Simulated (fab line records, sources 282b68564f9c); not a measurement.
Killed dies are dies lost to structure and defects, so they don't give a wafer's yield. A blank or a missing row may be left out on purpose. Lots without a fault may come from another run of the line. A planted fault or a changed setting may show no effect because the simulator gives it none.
Chamber matching | flow rit_cmos | RIT_GATE_ETCH_19 on rie_si-02: 4 sister chambers
The step etches poly-Si in SF6/CHF3/O2, stops on SiO2, time 165 s, target depth 312.5 nm. 4 wafers are shown with their chamber, then 6 later ones without.

WAFERS WITH THEIR CHAMBER
wafer  | chamber | throttle_valve_pct (%)
L268.5 | 0       | 10.48
L282.1 | 1       | 10.21
L282.6 | 3       | 10.25
L284.5 | 2       | 10.13

WAFERS WITHOUT THEIR CHAMBER
wafer  | throttle_valve_pct (%)
L286.3 | 10.13
L286.4 | 10.23
L286.5 | 10.48
L288.3 | 10.22
L288.5 | 10.11
L288.6 | 10.22

WHICH CHAMBER EACH WENT THROUGH
wafer  | from the rows above     | in truth
L286.3 | 2                       | 2
L286.4 | can't be placed: 1 or 3 | 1
L286.5 | 0                       | 0
L288.3 | can't be placed: 1 or 3 | 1
L288.5 | 2                       | 2
L288.6 | can't be placed: 1 or 3 | 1
Placed correctly: 3 of 6. Can't be placed from these rows: 3 (the true chamber is among the candidates in 3). Placed wrongly: 0.
How it was worked out, from the rows above alone: a wafer's distance from a chamber is the root of the sum, over the readings, of the square of ((its reading less the chamber's mean) divided by the reading's scatter). The wafer belongs to the nearest chamber; if the next one is less than 2 further off, it can't be placed. A chamber's mean is the mean of its shown wafers. The scatter: with one shown wafer a chamber, the root of the mean of the squares of how far each hidden wafer lies from its nearest shown one.
